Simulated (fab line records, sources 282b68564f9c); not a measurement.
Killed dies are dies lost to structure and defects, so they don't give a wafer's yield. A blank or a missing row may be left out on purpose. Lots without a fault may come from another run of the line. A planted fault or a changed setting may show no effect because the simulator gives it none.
Which tool did it? | flow rit_cmos | 11 lots, 33 wafers sampled, at 6 steps of a route of 202

WHAT THE GAUGES READ, wafer by wafer
RIT_ACTIVE_BOW_MEAS_00.
lot  | measured    | on            | INCOMING_BOW (um)
L924 | day 1 10:02 | film_metro-02 | 6 -4 -13
L925 | day 1 15:00 | film_metro-03 | 5 6 10
L926 | day 1 20:00 | film_metro-02 | -8 6 4
L927 | day 2 01:00 | film_metro-03 | -7 16 4
L930 | day 2 16:00 | film_metro-04 | -5 -1 4
L934 | day 3 12:00 | film_metro-03 | -13 0 0
L935 | day 3 17:01 | film_metro-02 | 10 -2 9
L936 | day 3 22:01 | film_metro-04 | 15 6 6
L939 | day 4 13:00 | film_metro-03 | -4 6 -4
L945 | day 5 19:00 | film_metro-03 | 3 2 0
L947 | day 6 05:01 | film_metro-02 | 3 -3 0

RIT_NSD_TW_MEAS_10.
lot  | measured    | on            | NSD_TW
L924 | day 3 02:56 | film_metro-02 | 3187 3152 3164
L925 | day 3 09:47 | film_metro-04 | 3184 3179 3173
L926 | day 3 12:23 | film_metro-03 | 3181 3184 3168
L927 | day 3 15:24 | film_metro-02 | 3173 3151 3166
L930 | day 4 10:00 | film_metro-02 | 3167 3168 3157
L934 | day 5 06:15 | film_metro-03 | 3011 2994 3011
L935 | day 5 14:37 | film_metro-02 | 3008 3009 3007
L936 | day 5 18:37 | film_metro-02 | 3167 3179 3185
L939 | day 6 09:34 | film_metro-04 | 3192 3197 3186
L945 | day 7 14:37 | film_metro-02 | 3171 3181 3191
L947 | day 7 22:58 | film_metro-03 | 3144 3132 3148

RIT_SDANNEAL_RS_MEAS_05: measures by four-point-probe.
lot  | measured    | on            | NSD_RS (ohm/sq)
L924 | day 3 05:01 | film_metro-03 | 84.54 84.39 84.53
L925 | day 3 11:49 | film_metro-04 | 84.99 85.13 84.88
L926 | day 3 14:25 | film_metro-02 | 84.43 84.51 84.23
L927 | day 3 17:52 | film_metro-03 | 84.69 84.75 84.82
L930 | day 4 12:07 | film_metro-04 | 85.04 85.07 85.17
L934 | day 5 08:29 | film_metro-03 | 86.19 86.14 86.41
L935 | day 5 16:42 | film_metro-02 | 86.70 86.71 86.60
L936 | day 5 20:39 | film_metro-02 | 84.91 84.92 84.69
L939 | day 6 11:36 | film_metro-03 | 84.74 85.04 84.97
L945 | day 7 16:49 | film_metro-04 | 85.05 85.13 85.14
L947 | day 8 01:04 | film_metro-03 | 85.00 85.11 84.83

RIT_CONTACT_OVL_MEAS_09.
lot  | measured    | on         | CONTACT_OVL (nm)
L924 | day 3 07:04 | overlay-02 | 1.7 0.5 0.4
L925 | day 3 13:53 | overlay-01 | -0.1 1.9 -1.6
L926 | day 3 16:29 | overlay-01 | 1.2 1.0 2.0
L927 | day 3 20:10 | overlay-02 | 1.1 0.4 -0.9
L930 | day 4 14:14 | overlay-02 | -1.0 0.2 1.1
L934 | day 5 10:42 | overlay-02 | 1.8 0.6 1.3
L935 | day 5 18:46 | overlay-01 | 0.0 1.5 0.6
L936 | day 5 23:01 | overlay-01 | 1.0 0.8 1.0
L939 | day 6 13:47 | overlay-02 | 0.8 -0.5 -0.6
L945 | day 7 19:04 | overlay-02 | -0.8 -1.3 -0.4
L947 | day 8 03:15 | overlay-02 | 0.6 0.4 1.1

WHICH TOOL RAN EACH LOT (tool, then ch and the chambers of the sampled wafers, then the start)
lot  | RIT_NSD_IMPLANT_08             | RIT_PSD_STRIP_09
L924 | implanter-04 ch 0, day 3 02:38 | plasma_asher-03 ch 0,1, day 3 04:15
L925 | implanter-04 ch 0, day 3 09:28 | plasma_asher-01 ch 0,1, day 3 11:02
L926 | implanter-01 ch 0, day 3 12:04 | plasma_asher-03 ch 0,1, day 3 13:38
L927 | implanter-01 ch 0, day 3 15:05 | plasma_asher-01 ch 1, day 3 17:01
L930 | implanter-01 ch 0, day 4 09:41 | plasma_asher-02 ch 0,1, day 4 11:19
L934 | implanter-01 ch 0, day 5 05:56 | plasma_asher-01 ch 0,1, day 5 07:37
L935 | implanter-01 ch 0, day 5 14:09 | plasma_asher-01 ch 0,1, day 5 15:54
L936 | implanter-04 ch 0, day 5 18:18 | plasma_asher-01 ch 0,1, day 5 19:51
L939 | implanter-04 ch 0, day 6 09:15 | plasma_asher-01 ch 0,1, day 6 10:49
L945 | implanter-04 ch 0, day 7 14:18 | plasma_asher-01 ch 0,1, day 7 16:01
L947 | implanter-04 ch 0, day 7 22:40 | plasma_asher-02 ch 0,1, day 8 00:13
- RIT_NSD_IMPLANT_08
- RIT_PSD_STRIP_09: strips in O2, time 180 s.

WHAT THE TOOLS THEMSELVES READ (means of the sampled wafers that have a number; where no wafer has one, the mark that the record gives instead)
RIT_NSD_IMPLANT_08.
lot  | tool         | beam_energy_keV | dose_ions_cm2 | faraday_current_uA
L924 | implanter-04 | 25.008          | 9.992e+14     | 3135
L925 | implanter-04 | 24.998          | 1.000e+15     | 3177
L926 | implanter-01 | 24.995          | 9.985e+14     | 3100
L927 | implanter-01 | 25.004          | 9.990e+14     | 3137
L930 | implanter-01 | 25.001          | 9.997e+14     | 3108
L934 | implanter-01 | 20.501          | 9.989e+14     | 3095
L935 | implanter-01 | 20.489          | 1.000e+15     | 3149
L936 | implanter-04 | 25.000          | 9.996e+14     | 3197
L939 | implanter-04 | 25.005          | 1.000e+15     | 3069
L945 | implanter-04 | 24.995          | 1.000e+15     | 3133
L947 | implanter-04 | 25.002          | 9.982e+14     | 3117

RIT_PSD_STRIP_09.
lot  | tool            | drypump_motor_current_A (A)
L924 | plasma_asher-03 | 5.9
L925 | plasma_asher-01 | 6.1
L926 | plasma_asher-03 | 5.4
L927 | plasma_asher-01 | 6.5
L930 | plasma_asher-02 | 5.7
L934 | plasma_asher-01 | 6.1
L935 | plasma_asher-01 | 5.6
L936 | plasma_asher-01 | 6.1
L939 | plasma_asher-01 | 6.1
L945 | plasma_asher-01 | 6.1
L947 | plasma_asher-02 | 5.7

THE ANSWER, worked out from the rows above alone
Rule: what is usual is taken from the lots themselves. Put in order of their means at a reading, lots are off if they are a third of the lots or fewer, leave a main group of 4 or more, and stand apart from it by a gap of 3 or more times the standard deviation of the main group's means; of several such gaps the widest counts. A main group whose means are all the same, to the digits that the tables above print for the reading, isn't used. A lot without any number at a reading at which 4 lots or more have one is off too. The other lots that the step has rows for count as sound. The gauges are gone through in route order, then the tools' own readings, and for those a lot's mean is taken as printed above. The first step at which some lot is off is used, and at that step the reading that is off furthest; a lot without a number counts as furthest.
Off: L934, L935, at RIT_NSD_TW_MEAS_10 (NSD_TW). The main group: mean 3171, standard deviation 14.
A tool fits if, at a process step before that reading, it ran every lot that is off, and no sound lot after the first of them. The gauges at RIT_NSD_TW_MEAS_10 aren't tried: what is off there is off at RIT_NSD_IMPLANT_08 too, on other tools, and a gauge's error can't cause that. One fits: implanter-01 at RIT_NSD_IMPLANT_08. Its last sound lot is L930 (day 4 09:41), its first lot that is off L934 (day 5 05:56): a fault that began between those two fits.
The tool's own readings at RIT_NSD_IMPLANT_08 bear it out: on the lots that are off they differ by more than 5 times the standard deviation of the sound lots' means. beam_energy_keV reads 20.495 there against 25.001 on the sound lots.

WHAT THE SIMULATOR HAD PUT IN
Process parameter drift: implanter-01, from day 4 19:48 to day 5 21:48, at RIT_NSD_IMPLANT_08. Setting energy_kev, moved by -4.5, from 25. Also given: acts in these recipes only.
Lots struck among those shown: L934, L935. The rule above found the same.
